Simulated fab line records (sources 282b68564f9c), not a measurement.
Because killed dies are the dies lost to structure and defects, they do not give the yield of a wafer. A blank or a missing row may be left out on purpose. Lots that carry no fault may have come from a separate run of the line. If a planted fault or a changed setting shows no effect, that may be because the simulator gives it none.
fab line records + flow ritCmos
record
- lots=13
- wafers=39
- lastDay=7
route steps=202 shown SPACER@128
lots that met no fault: taken from a fault-free run of the same line
startH: start of the lot's first displayed wafer, in hours after the record's first day + waitH: time in hours since the lot's previous step + " as in the row above + L1.1+2: one row covering several wafers at once + - no value, or no start was given + * or withheld: withheld + < > ~ a bound
route shown NAME@n: a module of which the file shows steps, and the number in the route of the first + usual: mean/standard deviation taken from wafers without a fault + same: alike in all rows + chamber/n: place in a boat + sites: the reading at each site + _std_site: standard deviation across them + _edge_site: outer sites' mean less inner sites' + radiusMm: how far each site lies from the wafer's centre + mask NAME#n: copy n + behind: the last tool/chamber to shape the wafer + hold: cause of the lot's hold/its duration in hours/its outcome + device: the transistor (n, p or np) that didn't switch + end of line: the route-end tests of the same wafers + a step with no rows: only its recipe + killed: count of dies lost to structure and defects at first sort (not the wafer's yield) + map: the dies of a wafer, with x for killed, . for not killed, _ for no die there
set.NAME: setting as actually run; set.NAME@STEP: the setting as run at that earlier step + model.NAME: the simulator's own value behind a step, which no gauge read
one table for each step of the route and one row for each wafer, over a sample of lots
services: from which hour (startH, from the record's first day; less than 0 if before it) a tool's chamber was out of use, for how many hours, and why
## steps
# step RIT_SPACER_CVD_03
# recipe
- material=Si3N4
- targetThkNm=250
- tempC=810
- precursor=SiH2Cl2/NH3
- timeS=3300
- pressureMtorr=300
- sih2cl2FlowSccm=60
- nh3FlowSccm=150
# usual
- pressureMtorr=300.0/0.64
- sih2cl2FlowSccm=60.00/0.15
- spikeTcSourceC=829.3/2.1
- zonePowerLoadPct=22.1/2.3
- zonePowerSourcePct=20.3/0.74
| lot.wafer | tool     | chamber | startH | waitH | pressureMtorr | sih2cl2FlowSccm | spikeTcSourceC | zonePowerLoadPct | zonePowerSourcePct |
|-----------|----------|---------|--------|-------|---------------|-----------------|----------------|------------------|--------------------|
| L157.3    | lpcvd-01 | 1       | 48.97  | 0.0   | 299.8         | 60.21           | 829.1          | 18.9             | 21.2               |
| L157.4    | "        | 1       | "      | "     | 301.1         | 60.00           | 829.3          | 19.3             | 21.4               |
| L157.5    | "        | 1       | "      | "     | 300.6         | 59.88           | 829.5          | 19.2             | 21.4               |
| L159.1    | lpcvd-02 | 0       | 56.05  | 0.0   | 300.4         | 60.06           | 837.8          | 22.3             | 19.1               |
| L159.3    | "        | 0       | "      | "     | 300.6         | 60.16           | 837.3          | 22.7             | 19.2               |
| L159.6    | "        | 0       | "      | "     | 300.7         | 60.00           | 836.2          | 22.3             | 19.3               |
| L160.2    | lpcvd-02 | 1       | 62.53  | 0.0   | 299.8         | 60.07           | 828.8          | 21.8             | 19.6               |
| L160.3    | "        | 1       | "      | "     | 299.6         | 60.22           | 830.6          | 21.8             | 19.4               |
| L160.5    | "        | 1       | "      | "     | 300.1         | 59.75           | 827.9          | 22.0             | 19.7               |
| L162.1    | lpcvd-02 | 1       | 71.24  | 0.0   | 299.5         | 60.08           | 829.5          | 21.8             | 19.8               |
| L162.5    | "        | 1       | "      | "     | 299.4         | 60.07           | 829.4          | 21.9             | 19.6               |
| L162.6    | "        | 1       | "      | "     | 299.3         | 60.06           | 829.2          | 21.4             | 19.9               |
| L163.2    | lpcvd-02 | 1       | 76.48  | 0.0   | 300.1         | 59.80           | 829.5          | 21.4             | 19.7               |
| L163.3    | "        | 1       | "      | "     | 299.1         | 59.93           | 829.0          | 21.5             | 19.6               |
| L163.4    | "        | 1       | "      | "     | 298.8         | 59.93           | 828.2          | 21.7             | 19.6               |
| L164.2    | lpcvd-02 | 1       | 83.05  | 0.0   | 299.2         | 60.04           | 828.8          | 21.7             | 19.4               |
| L164.4    | "        | 1       | "      | "     | 299.7         | 60.09           | 829.1          | 21.8             | 19.6               |
| L164.5    | "        | 1       | "      | "     | 299.3         | 60.12           | 828.9          | 21.5             | 19.5               |
| L165.3    | lpcvd-01 | 1       | 85.32  | 0.0   | 300.1         | 60.27           | 830.6          | 19.3             | 20.9               |
| L165.4    | "        | 1       | "      | "     | 300.3         | 60.03           | 829.7          | 19.3             | 21.3               |
| L165.6    | "        | 1       | "      | "     | 299.6         | 60.15           | 832.7          | 19.1             | 21.5               |
| L173.3    | lpcvd-02 | 1       | 125.49 | 0.0   | 299.9         | 60.15           | 828.3          | 21.8             | 19.6               |
| L173.4    | "        | 1       | "      | "     | 299.9         | 60.24           | 826.9          | 21.9             | 19.8               |
| L173.6    | "        | 1       | "      | "     | 301.1         | 60.15           | 829.3          | 21.4             | 19.7               |
| L174.1    | lpcvd-01 | 1       | 129.50 | 0.0   | 300.2         | 72.01           | 830.6          | 18.9             | 21.3               |
| L174.2    | "        | 1       | "      | "     | 299.9         | 71.99           | 831.1          | 19.2             | 21.1               |
| L174.3    | "        | 1       | "      | "     | 300.1         | 71.91           | 830.4          | 19.3             | 21.6               |
| L175.1    | lpcvd-01 | 0       | 133.96 | 0.0   | 298.7         | 59.91           | 827.6          | 24.8             | 20.9               |
| L175.5    | "        | 0       | "      | "     | 299.5         | 59.69           | 826.6          | 25.3             | 20.9               |
| L175.6    | "        | 0       | "      | "     | 299.0         | 60.18           | 830.4          | 25.7             | 20.5               |
| L178.1    | lpcvd-02 | 1       | 149.63 | 0.0   | 300.6         | 59.81           | 829.3          | 21.4             | 19.7               |
| L178.3    | "        | 1       | "      | "     | 300.6         | 59.65           | 828.7          | 21.7             | 19.8               |
| L178.4    | "        | 1       | "      | "     | 300.6         | 59.89           | 828.4          | 21.3             | 19.7               |
| L179.2    | lpcvd-02 | 1       | 154.73 | 0.0   | 299.8         | 59.95           | 830.7          | 21.6             | 19.6               |
| L179.3    | "        | 1       | "      | "     | 299.4         | 59.90           | 829.3          | 21.5             | 19.5               |
| L179.4    | "        | 1       | "      | "     | 298.5         | 60.12           | 828.3          | 21.8             | 20.0               |
| L180.1    | lpcvd-02 | 1       | 159.47 | 0.0   | 299.6         | 60.11           | 829.5          | 21.4             | 19.4               |
| L180.2    | "        | 1       | "      | "     | 299.7         | 60.21           | 829.1          | 21.3             | 19.9               |
| L180.3    | "        | 1       | "      | "     | 300.1         | 59.78           | 828.9          | 21.6             | 19.7               |
# step RIT_SPACER_THK_MEAS_04
# recipe
- reads=Si3N4_of_SPACER_CVD_03
# usual
- SPACER_NITRIDE_THK=249.1/2.2
| lot.wafer | tool         | chamber | startH | waitH | SPACER_NITRIDE_THK[nm] |
|-----------|--------------|---------|--------|-------|------------------------|
| L157.3    | filmMetro-01 | -       | 50.90  | 0.0   | 252.9                  |
| L157.4    | "            | -       | "      | "     | 251.9                  |
| L157.5    | "            | -       | "      | "     | 250.6                  |
| L159.1    | filmMetro-03 | -       | 57.96  | 0.0   | 245.9                  |
| L159.3    | "            | -       | "      | "     | 248.1                  |
| L159.6    | "            | -       | "      | "     | 247.1                  |
| L160.2    | filmMetro-02 | -       | 64.46  | 0.0   | 249.4                  |
| L160.3    | "            | -       | "      | "     | 250.1                  |
| L160.5    | "            | -       | "      | "     | 251.0                  |
| L162.1    | filmMetro-03 | -       | 73.16  | 0.0   | 247.0                  |
| L162.5    | "            | -       | "      | "     | 246.8                  |
| L162.6    | "            | -       | "      | "     | 246.7                  |
| L163.2    | filmMetro-01 | -       | 78.41  | 0.0   | 247.0                  |
| L163.3    | "            | -       | "      | "     | 247.8                  |
| L163.4    | "            | -       | "      | "     | 247.2                  |
| L164.2    | filmMetro-03 | -       | 84.97  | 0.0   | 245.7                  |
| L164.4    | "            | -       | "      | "     | 244.8                  |
| L164.5    | "            | -       | "      | "     | 245.8                  |
| L165.3    | filmMetro-03 | -       | 87.26  | 0.0   | 247.6                  |
| L165.4    | "            | -       | "      | "     | 247.1                  |
| L165.6    | "            | -       | "      | "     | 248.3                  |
| L173.3    | filmMetro-03 | -       | 127.43 | 0.0   | 251.8                  |
| L173.4    | "            | -       | "      | "     | 250.6                  |
| L173.6    | "            | -       | "      | "     | 251.2                  |
| L174.1    | filmMetro-03 | -       | 131.41 | 0.0   | 264.2                  |
| L174.2    | "            | -       | "      | "     | 266.1                  |
| L174.3    | "            | -       | "      | "     | 266.1                  |
| L175.1    | filmMetro-03 | -       | 135.88 | 0.0   | 250.8                  |
| L175.5    | "            | -       | "      | "     | 252.4                  |
| L175.6    | "            | -       | "      | "     | 252.0                  |
| L178.1    | filmMetro-03 | -       | 151.54 | 0.0   | 249.4                  |
| L178.3    | "            | -       | "      | "     | 249.5                  |
| L178.4    | "            | -       | "      | "     | 250.7                  |
| L179.2    | filmMetro-01 | -       | 156.66 | 0.0   | 249.9                  |
| L179.3    | "            | -       | "      | "     | 248.7                  |
| L179.4    | "            | -       | "      | "     | 249.2                  |
| L180.1    | filmMetro-03 | -       | 161.39 | 0.0   | 249.7                  |
| L180.2    | "            | -       | "      | "     | 250.4                  |
| L180.3    | "            | -       | "      | "     | 251.3                  |
# step RIT_SPACER_ETCHBACK_05
# recipe
- targetDepthA=2500
- SF6_flow_sccm=30
- CHF3_flow_sccm=30
- target=Si3N4
- chemistry=SF6/CHF3
- pressureMtorr=40
- rfW=250
- timeS=240
- stopOn=SiO2
# usual
- drypumpMotorCurrentA=5.6/0.48
- oesProductAu=0.840/0.014
- throttleValvePct=10.30/0.17
| lot.wafer | tool       | chamber | startH | waitH | drypumpMotorCurrentA | oesProductAu | rfHoursCounterH | throttleValvePct |
|-----------|------------|---------|--------|-------|----------------------|--------------|-----------------|------------------|
| L157.3    | rieDiel-01 | 0       | 50.94  | 0.0   | 6.5                  | 0.837        | 71              | 9.94             |
| L157.4    | "          | 3       | "      | "     | 5.6                  | 0.843        | 7               | 10.23            |
| L157.5    | "          | 3       | "      | "     | 5.6                  | 0.832        | -               | 10.26            |
| L159.1    | rieDiel-04 | 3       | 58.02  | 0.1   | 5.2                  | 0.844        | 70              | 10.36            |
| L159.3    | "          | 1       | "      | "     | 5.1                  | 0.863        | 7               | 10.36            |
| L159.6    | "          | 1       | "      | "     | 5.1                  | 0.856        | -               | 10.37            |
| L160.2    | rieDiel-04 | 1       | 64.51  | 0.0   | 5.1                  | 0.865        | 7               | 10.35            |
| L160.3    | "          | 2       | "      | "     | 5.6                  | 0.832        | 103             | 10.43            |
| L160.5    | "          | 0       | "      | "     | 5.7                  | 0.834        | -               | 10.07            |
| L162.1    | rieDiel-04 | 1       | 73.22  | 0.1   | 5.2                  | 0.867        | 7               | 10.35            |
| L162.5    | "          | 3       | "      | "     | 5.3                  | 0.840        | -               | 10.36            |
| L162.6    | "          | 0       | "      | "     | 5.7                  | 0.825        | -               | 10.07            |
| L163.2    | rieDiel-02 | 1       | 78.46  | 0.0   | 5.4                  | 0.839        | 6               | 10.20            |
| L163.3    | "          | 3       | "      | "     | 5.1                  | 0.850        | 126             | 10.31            |
| L163.4    | "          | 0       | "      | "     | 6.5                  | 0.820        | 3               | 10.56            |
| L164.2    | rieDiel-02 | 0       | 85.02  | 0.0   | 6.5                  | 0.817        | 3               | 10.56            |
| L164.4    | "          | 2       | "      | "     | 5.4                  | 0.836        | 2               | 10.41            |
| L164.5    | "          | 3       | "      | "     | 5.1                  | 0.853        | -               | 10.31            |
| L165.3    | rieDiel-04 | 0       | 87.30  | 0.0   | 5.7                  | 0.821        | 21              | 10.07            |
| L165.4    | "          | 1       | "      | "     | 5.2                  | 0.851        | 7               | 10.36            |
| L165.6    | "          | 3       | "      | "     | 5.3                  | 0.851        | -               | 10.37            |
| L173.3    | rieDiel-02 | 1       | 127.47 | 0.0   | 5.4                  | 0.853        | 7               | 10.22            |
| L173.4    | "          | 2       | "      | "     | 5.4                  | 0.844        | 2               | 10.40            |
| L173.6    | "          | 3       | "      | "     | 5.1                  | 0.867        | -               | 10.32            |
| L174.1    | rieDiel-04 | 2       | 131.47 | 0.1   | 5.6                  | 0.865        | 103             | 10.45            |
| L174.2    | "          | 0       | "      | "     | 5.7                  | 0.873        | 22              | 10.10            |
| L174.3    | "          | 1       | "      | "     | 5.2                  | 0.906        | 8               | 10.38            |
| L175.1    | rieDiel-04 | 2       | 135.94 | 0.1   | 5.6                  | 0.828        | 104             | 10.42            |
| L175.5    | "          | 3       | "      | "     | 5.2                  | 0.864        | -               | 10.36            |
| L175.6    | "          | 0       | "      | "     | 5.7                  | 0.837        | -               | 10.08            |
| L178.1    | rieDiel-04 | 2       | 151.60 | 0.1   | 5.5                  | 0.822        | 104             | 10.44            |
| L178.3    | "          | 1       | "      | "     | 5.1                  | 0.860        | 8               | 10.36            |
| L178.4    | "          | 0       | "      | "     | 5.7                  | 0.834        | 23              | 10.05            |
| L179.2    | rieDiel-02 | 0       | 156.71 | 0.0   | 6.5                  | 0.826        | 5               | 10.57            |
| L179.3    | "          | 3       | "      | "     | 5.0                  | 0.858        | 128             | 10.30            |
| L179.4    | "          | 2       | "      | "     | 5.4                  | 0.839        | 2               | 10.40            |
| L180.1    | rieDiel-02 | 1       | 161.45 | 0.1   | 5.4                  | 0.841        | 8               | 10.21            |
| L180.2    | "          | 0       | "      | "     | 6.5                  | 0.829        | 5               | 10.53            |
| L180.3    | "          | 3       | "      | "     | 5.1                  | 0.868        | 128             | 10.32            |
## services
| tool       | chamber | startH | hours | kind   |
|------------|---------|--------|-------|--------|
| rieDiel-02 | 2       | 33.32  | 12.3  | repair |
| lpcvd-01   | -       | 33.71  | 0.5   | repair |
| rieDiel-01 | 1       | 64.65  | 1.4   | repair |
| rieDiel-04 | -       | 68.26  | 2.8   | pm     |
| rieDiel-04 | 2       | 73.09  | 7.9   | repair |
| rieDiel-01 | -       | 82.53  | 0.4   | repair |
| rieDiel-02 | 2       | 89.08  | 3.8   | repair |
| rieDiel-01 | 0       | 91.52  | 3.6   | repair |
| rieDiel-04 | 3       | 102.39 | 4.4   | repair |
| rieDiel-02 | -       | 120.74 | 2.8   | pm     |
| rieDiel-02 | 0       | 145.76 | 7.4   | repair |
| rieDiel-04 | -       | 159.88 | 0.9   | repair |
| rieDiel-01 | 1       | 160.13 | 3.8   | repair |
## key
firstSign
- step=RIT_SPACER_CVD_03
- reading=sih2cl2FlowSccm
- direction=up
- sigmas=78
- usual=60.00
- struck=71.97
effect
- step=RIT_SPACER_THK_MEAS_04
- reading=SPACER_NITRIDE_THK
- direction=up
- sigmas=7.5
- usual=249.1
- struck=265.5
effect
- step=RIT_SPACER_ETCHBACK_05
- reading=oesProductAu
- direction=up
- sigmas=2.9
- usual=0.840
- struck=0.881
metAt RIT_SPACER_CVD_03
struckLots L174
struckWafers L174.1,L174.2,L174.3
testerLeftOut L174
onsetBetween 85.32 129.50
fault
- kind=processParameterDrift
- tool=lpcvd-01
- chamber=1
- onsetH=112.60
- steps=RIT_SPACER_CVD_03
- channel=sih2cl2FlowSccm
- offset=12
- shape=step
- endH=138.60
- actsIn=theseRecipesOnly
- stated=60
# testerLeftOut: of these lots the tester's yield and bins aren't shown, on N5 and GAA mostly nor the transistor test; their killed dies are dies lost to structure and defects alone, not to doping, threshold or leakage, so they don't give the yield
